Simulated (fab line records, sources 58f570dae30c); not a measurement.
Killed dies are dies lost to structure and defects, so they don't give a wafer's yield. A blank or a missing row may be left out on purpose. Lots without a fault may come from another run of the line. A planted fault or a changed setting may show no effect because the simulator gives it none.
Split-lot experiment | flow berkeley_cmos170 | 5 lots, 23 wafers read, on a route of 331 steps

THE SPLIT
At UCB170_START_OXIDATION_02 (target thk 20 nm, ox time 1800 s), the setting temp_c was moved away from the recipe's 950 C on 20 of the 23 wafers read, by -2.2% to +2.7%. The other wafers ran this setting at the recipe's value.

The file shows no step between the split and the reading.

THE READING
START_OXIDE_THK, in nm, at UCB170_START_THK_MEAS_03. Fault-free wafers of this fab line usually give 20.0 nm, standard deviation 0.32 nm.

wafer  | tool, chamber at the split | temp_c as run, C | against the recipe | START_OXIDE_THK, nm | against lot-mates on the recipe
L074.1 | -, -                       | 959.8            | +1.0%              | 22.3                | no lot-mate on the recipe
L074.2 | -, -                       | 959.8            | +1.0%              | 22.8                | no lot-mate on the recipe
L074.3 | -, -                       | 959.8            | +1.0%              | 22.4                | no lot-mate on the recipe
L074.4 | -, -                       | 959.8            | +1.0%              | 22.2                | no lot-mate on the recipe
L074.5 | -, -                       | 959.8            | +1.0%              | 22.2                | no lot-mate on the recipe
L075.1 | -, -                       | 929              | -2.2%              | 15.9                | no lot-mate on the recipe
L075.2 | -, -                       | 929              | -2.2%              | 16.1                | no lot-mate on the recipe
L075.3 | -, -                       | 929              | -2.2%              | 15.9                | no lot-mate on the recipe
L075.5 | -, -                       | 929              | -2.2%              | 16.1                | no lot-mate on the recipe
L075.6 | -, -                       | 929              | -2.2%              | 15.8                | no lot-mate on the recipe
L080.1 | furnace-04, 0              | 950              | recipe             | 19.8                | -
L080.3 | furnace-04, 0              | 950              | recipe             | 19.8                | -
L080.4 | furnace-04, 0              | 950              | recipe             | 20.1                | -
L081.1 | -, -                       | 975.2            | +2.7%              | 25.7                | no lot-mate on the recipe
L081.2 | -, -                       | 975.2            | +2.7%              | 25.6                | no lot-mate on the recipe
L081.4 | -, -                       | 975.2            | +2.7%              | 25.8                | no lot-mate on the recipe
L081.5 | -, -                       | 975.2            | +2.7%              | 25.5                | no lot-mate on the recipe
L081.6 | -, -                       | 975.2            | +2.7%              | 25.6                | no lot-mate on the recipe
L085.1 | -, -                       | 969              | +2.0%              | 23.8                | no lot-mate on the recipe
L085.2 | -, -                       | 969              | +2.0%              | 23.9                | no lot-mate on the recipe
L085.3 | -, -                       | 969              | +2.0%              | 24.0                | no lot-mate on the recipe
L085.5 | -, -                       | 969              | +2.0%              | 23.7                | no lot-mate on the recipe
L085.6 | -, -                       | 969              | +2.0%              | 23.9                | no lot-mate on the recipe

THE FIT
A straight line over all 23 wafers: START_OXIDE_THK changes by +1.96 nm for each +1% of temp_c; r = +1.00; the points scatter about the line by 0.27 nm.
Too few moved wafers have a lot-mate on the recipe to fit a line with each lot's own level taken away.

THE WHOLE CHAIN: every reading that the file lists as answering this split, in the file's order
step                      | what it does                     | reading                                                                            | change (the file's fit)              | r (the file's)
UCB170_START_OXIDATION_02 | target thk 20 nm, ox time 1800 s | SiO2_of_START_OXIDATION_02.thk_nm (the simulator's own value, which no gauge read) | +1.97 nm for each +1% of the setting | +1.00
UCB170_START_THK_MEAS_03  |                                  | START_OXIDE_THK                                                                    | +1.96 for each +1% of the setting    | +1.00

THE FILE'S OWN FIT
START_OXIDE_THK changes by +1.96 nm for each +1% of temp_c, r = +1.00.
